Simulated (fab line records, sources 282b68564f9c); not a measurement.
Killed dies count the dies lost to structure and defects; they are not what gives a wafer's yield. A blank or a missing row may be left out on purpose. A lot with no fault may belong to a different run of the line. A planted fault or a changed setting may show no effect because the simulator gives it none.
Comparing a struck lot with a sound one	flow rit_cmos	15 steps out of a route of 202
Sound: these wafers, L854.3, L854.4, L854.5. Struck: wafers L861.1, L861.2, L861.3. The cause comes at the end.
Order at every step that has rows: each side's tool, ch and its chambers, its first start. Under that, the readings that differ: sound wafers	struck wafers	difference of the means	sigmas: that difference in standard deviations of wafers without a fault.
alike: same words and numbers on both sides, and readings whose means sit less than 2 such deviations apart. not compared: any withheld reading, any reading some wafer has no value for, any bound like >300 that may hide the same value, and any number with overlapping values for which the record gives no deviation.
A row with sigmas, a row that says differs or no value, or rows on one side alone: a step with any of these is where the two part. Numbers that don't overlap but have no deviation are shown without sigmas and don't part them. A reading missing from all wafers of one side parts the sides only when that side holds two or more wafers.

RIT_NLDD_TW_MEAS_10:
  sound on film_metro-02, day 4 08:52; struck on film_metro-01, day 5 16:49
  alike: NLDD_TW
then, 6 steps without rows for these wafers: RIT_PLDD_HMDS_00 (prime time 60 s); RIT_PLDD_COAT_01 (resist thk 1000 nm); RIT_PLDD_SOFTBAKE_02 (time 60 s); RIT_PLDD_EXPOSE_03 (exposes mask M8, target cd 40900 nm); RIT_PLDD_PEB_04; RIT_PLDD_DEVELOP_05 (develop time 50 s).
RIT_PLDD_OVL_MEAS_06:
  sound on overlay-02, day 4 09:53; struck on overlay-01, day 5 17:44
  alike: PLDD_OVL
then, 2 steps without rows for these wafers: RIT_PLDD_HARDBAKE_07 (time 60 s); RIT_PLDD_IMPLANT_08.
RIT_PLDD_STRIP_09: strips in O2, time 180 s.
  sound on plasma_asher-02 ch 0,1, day 4 10:16; struck on plasma_asher-02 ch 0,1, day 5 18:04
  alike: drypump_motor_current_A
  not compared: rf_hours_counter_h
RIT_PLDD_TW_MEAS_10:
  sound on film_metro-01, day 4 10:24; struck on film_metro-02, day 5 18:14
  alike: PLDD_TW
RIT_SPACER_CLEAN_00: cleans in SC1, time 600 s.
  sound on wet_bench-01 ch 2, day 4 10:26; struck on wet_bench-04 ch 0, day 5 18:18
reading	sound	struck	difference	sigmas
run_length_s (s)	625 625 625	508 508 508	-117	-31
then, 1 step without rows for these wafers: RIT_SPACER_CLEAN_01 (cleans in dHF, time 30 s).
RIT_M1_PROBE_99:
  sound on prober-01, day 5 01:02; struck on prober-02, day 6 08:26
  alike: killed_at_contacts, killed_at_front_end, killed_dies, killed_open, killed_short

== WHERE THEY PART ==
RIT_SPACER_CLEAN_00 only, going by this record. Later steps at which nothing parts them and some readings are alike: RIT_M1_PROBE_99.

WHY: the cause the simulator had injected
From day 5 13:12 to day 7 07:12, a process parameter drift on wet_bench-04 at RIT_SPACER_CLEAN_00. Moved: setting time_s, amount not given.
